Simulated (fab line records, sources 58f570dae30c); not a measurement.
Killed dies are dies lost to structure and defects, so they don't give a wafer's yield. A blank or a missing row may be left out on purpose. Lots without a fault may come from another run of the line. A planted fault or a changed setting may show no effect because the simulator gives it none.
Problem report in the 8D (eight disciplines) form, filled by code | flow berkeley_cmos170 | the parts of the form that need people (team, actions taken, sign-off) are left out

1. THE PROBLEM
spin_speed_rpm at UCB170_PVT_COAT_01 reads a mean of 1450.5 rpm on 6 wafers of 2 lots; wafers without a fault read 1500.0 rpm with a standard deviation of 1.1. That is -45 standard deviations from the usual mean.
The step: resist thk 900 nm.
First seen on wafer L921.1, day 8 03:37, on litho_track-03. The record holds 42 wafers of 14 lots with a number at this step. Rule for "out", or "out of limits": more than 4 standard deviations from the usual mean. The other wafers with a number count as sound.

2. WHAT IT IS AND WHAT IT IS NOT
question                    | is                     | is not
which readings at this step | spin_speed_rpm         | resist_line_temp_C
which lots                  | L921, L922             | L909, L911, L913, L914, L917, L924, L925, L926, L928, L929, L931, L932
which wafers of those lots  | all that have a number | -
read on which tools         | litho_track-03         | litho_track-01, litho_track-02
when                        | from day 8 03:37       | up to then (15 sound wafers); but 21 sound wafers of L924, L925, L926, L928, L929, L931, L932 came after

3. SUSPECTS, AND WHAT RULES EACH OUT
Counting: a tool at a process step up to the reading stays a suspect if it ran every lot that is out and no sound lot after the first of them.
- litho_track-03 at UCB170_PVT_COAT_01 (resist thk 900 nm): kept. It ran every lot that is out, first L921 (day 8 03:37), and no sound lot after that; its last sound lot up to then is L914 (day 6 21:22). Its own readings are out on those wafers: spin_speed_rpm.
Left after counting: litho_track-03 at UCB170_PVT_COAT_01.

4. THE CAUSE (what the simulator had put in)
Process parameter drift: litho_track-03, from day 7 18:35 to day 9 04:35, at UCB170_PVT_COAT_01. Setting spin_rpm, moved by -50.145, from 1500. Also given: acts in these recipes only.
Counting left only this tool.

5. THE CHAIN OF EFFECTS, in route order
Each row: a reading whose mean over the struck wafers that have a number lies more than 3 standard deviations from the usual. Only readings for which the record gives a usual standard deviation are gone through. hours: the time from each lot's start at the first step in this table that gives one to its start at this step, as a median over the lots. sigmas: the change in usual standard deviations.
hours | step                | reading                  | usual      | on struck wafers | change | sigmas
0     | UCB170_PVT_COAT_01  | spin_speed_rpm           | 1500.0 rpm | 1450.5           | -49.5  | -45
1     | UCB170_PVT_STRIP_08 | strip_time_to_endpoint_s | 21.68 s    | 22.06            | +0.38  | +5.8
The process steps in it:
- UCB170_PVT_COAT_01: resist thk 900 nm.
- UCB170_PVT_STRIP_08: strips in O2.
Later measuring or inspecting steps at which every struck wafer that the step has a row for has a number for every such reading, and none has moved that far: UCB170_PVT_OVL_MEAS_06, UCB170_GATE_CD_MEAS_90.

6. WHAT WOULD HAVE CAUGHT IT SOONER
In this record the first reading out of limits was taken at day 8 03:37, 9 hours after the fault began at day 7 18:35.
